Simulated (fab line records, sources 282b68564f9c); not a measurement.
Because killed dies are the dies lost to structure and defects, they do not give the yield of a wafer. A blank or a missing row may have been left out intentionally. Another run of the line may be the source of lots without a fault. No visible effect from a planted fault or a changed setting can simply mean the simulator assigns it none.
Comparing a struck lot with a sound one	flow rit_cmos	44 out of 202 route steps
Sound: the wafers L419.3, L419.5, L419.6. Wafers L409.4, L409.5, L409.6 were the ones struck. The cause comes at the end.
Order at every step that has rows: each side's tool, ch and its chambers, its first start. Under that, the readings that differ: sound wafers	struck wafers	difference of the means	sigmas: that difference in standard deviations of wafers without a fault.
alike: words and numbers the same on both sides, and readings whose means are apart by under 2 such deviations; not compared: readings that were withheld, readings missing a value for some wafer, numbers with overlapping values and no deviation given by the record, and bounds like >300 which may hide the same value.
The two part at a step that has a row with sigmas, a row that says differs or no value, or rows on one side only. Numbers that don't overlap but have no deviation are shown without sigmas and don't part them. Lack of a reading on every wafer of one side parts them only where that side has two or more wafers.

first, 2 steps without rows for these wafers: RIT_NLDD_HARDBAKE_07 (time 60 s); RIT_NLDD_IMPLANT_08.
RIT_NLDD_STRIP_09: strips in O2, time 180 s.
  sound on plasma_asher-04 ch 0,1, day 6 12:10; struck on plasma_asher-01 ch 0,1, day 4 08:56
  alike: drypump_motor_current_A
  not compared: rf_hours_counter_h
RIT_NLDD_TW_MEAS_10:
  struck on film_metro-04, day 4 09:05; sound on film_metro-01, day 6 12:17
reading	sound	struck	difference	sigmas
NLDD_TW	2551 2542 2544	2493 2482 2481	-60	-2
then, 6 steps without rows for these wafers: RIT_PLDD_HMDS_00 (prime time 60 s); RIT_PLDD_COAT_01 (resist thk 1000 nm); RIT_PLDD_SOFTBAKE_02 (time 60 s); RIT_PLDD_EXPOSE_03 (exposes mask M8, target cd 40900 nm); RIT_PLDD_PEB_04; RIT_PLDD_DEVELOP_05 (develop time 50 s).
RIT_PLDD_OVL_MEAS_06:
  struck on overlay-02, day 4 09:58; sound on overlay-01, day 6 13:23
  alike: PLDD_OVL
then, 1 step without rows for these wafers: RIT_PLDD_HARDBAKE_07 (time 60 s).
RIT_PLDD_IMPLANT_08:
  sound on implanter-02 ch 0, day 6 13:39; struck on implanter-03 ch 0, day 4 10:13
reading	sound	struck	difference	sigmas
tilt_deg (degrees)	7.002 7.008 7.007	7.602 7.547 7.596	+0.576	+24
RIT_PLDD_STRIP_09: strips in O2, time 180 s.
  sound on plasma_asher-03 ch 0,1, day 6 13:49; struck on plasma_asher-03 ch 0,1, day 4 10:21
  alike: drypump_motor_current_A
  not compared: rf_hours_counter_h
RIT_PLDD_TW_MEAS_10:
  struck on film_metro-04, day 4 10:30; sound on film_metro-01, day 6 13:57
reading	sound	struck	difference	sigmas
PLDD_TW	2408 2399 2411	2340 2341 2338	-66	-3
then, 4 steps without rows for these wafers: RIT_SPACER_CLEAN_00 (cleans in SC1, time 600 s); RIT_SPACER_CLEAN_01 (cleans in dHF, time 30 s); RIT_SPACER_CLEAN_02 (cleans in SC2, time 600 s); RIT_SPACER_CVD_03 (deposits Si3N4 from SiH2Cl2/NH3, target thk 250 nm, time 3300 s).
RIT_SPACER_THK_MEAS_04:
  struck on film_metro-02, day 4 12:50; sound on film_metro-01, day 6 16:19
  alike: SPACER_NITRIDE_THK
RIT_SPACER_ETCHBACK_05: etches Si3N4 in SF6/CHF3, stops on SiO2, target depth 250 nm, time 240 s.
  sound on rie_diel-03 ch 0,1,2, day 6 16:22; struck on rie_diel-04 ch 0,3, day 4 12:52
  alike: drypump_motor_current_A, oes_product_au, throttle_valve_pct
  not compared: rf_hours_counter_h
then, 6 steps without rows for these wafers: RIT_NSD_HMDS_00 (prime time 60 s); RIT_NSD_COAT_01 (resist thk 1000 nm); RIT_NSD_SOFTBAKE_02 (time 60 s); RIT_NSD_EXPOSE_03 (exposes mask M9, target cd 40700 nm); RIT_NSD_PEB_04; RIT_NSD_DEVELOP_05 (develop time 50 s).
RIT_NSD_OVL_MEAS_06:
  struck on overlay-01, day 4 13:53; sound on overlay-02, day 6 17:23
  alike: NSD_OVL
then, 2 steps without rows for these wafers: RIT_NSD_HARDBAKE_07 (time 60 s); RIT_NSD_IMPLANT_08.
RIT_NSD_STRIP_09: strips in O2, time 180 s.
  sound on plasma_asher-01 ch 0,1, day 6 17:46; struck on plasma_asher-04 ch 0,1, day 4 14:16
  alike: drypump_motor_current_A
  not compared: rf_hours_counter_h
RIT_NSD_TW_MEAS_10:
  struck on film_metro-03, day 4 14:25; sound on film_metro-01, day 6 17:54
  alike: NSD_TW
then, 6 steps without rows for these wafers: RIT_PSD_HMDS_00 (prime time 60 s); RIT_PSD_COAT_01 (resist thk 1000 nm); RIT_PSD_SOFTBAKE_02 (time 60 s); RIT_PSD_EXPOSE_03 (exposes mask M10, target cd 40900 nm); RIT_PSD_PEB_04; RIT_PSD_DEVELOP_05 (develop time 50 s).
RIT_PSD_OVL_MEAS_06:
  struck on overlay-01, day 4 15:26; sound on overlay-02, day 6 18:55
  alike: PSD_OVL
then, 2 steps without rows for these wafers: RIT_PSD_HARDBAKE_07 (time 60 s); RIT_PSD_IMPLANT_08.
RIT_PSD_STRIP_09: strips in O2, time 180 s.
  sound on plasma_asher-03 ch 0,1, day 6 19:18; struck on plasma_asher-02 ch 0,1, day 4 15:49
reading	sound	struck	difference	sigmas
drypump_motor_current_A (A)	6.16 6.06 6.17	5.63 5.62 5.65	-0.50	-2
  not compared: rf_hours_counter_h
RIT_SDANNEAL_RS_MEAS_06: measurement is done with a four-point probe.
  struck on film_metro-04, day 4 16:43; sound on film_metro-01, day 6 20:23
reading	sound	struck	difference	sigmas
PLDD_RS (ohm/sq)	179.1 179.0 179.0	- - -	no value on the struck wafers	
RIT_M1_PROBE_99:
  struck on prober-01, day 4 23:55; sound on prober-02, day 7 03:35
reading	sound	struck	difference	sigmas
model.etest.pmos_turned.r_on_ohm_um	3392 3331 3508	3704 3775 3707	+318	
model.etest.pmos_turned.drive_ua_um	192.8 197.8 185.2	169 162.3 168.2	-25	
  alike: killed_at_M0_to_M3, killed_at_front_end, killed_dies, killed_open, killed_short

== WHERE THEY PART ==
Earliest at RIT_NLDD_TW_MEAS_10; latest, in this record, at RIT_SDANNEAL_RS_MEAS_06. Later steps at which nothing parts them and some readings are alike: RIT_M1_PROBE_99.

WHY: whatever the simulator had introduced
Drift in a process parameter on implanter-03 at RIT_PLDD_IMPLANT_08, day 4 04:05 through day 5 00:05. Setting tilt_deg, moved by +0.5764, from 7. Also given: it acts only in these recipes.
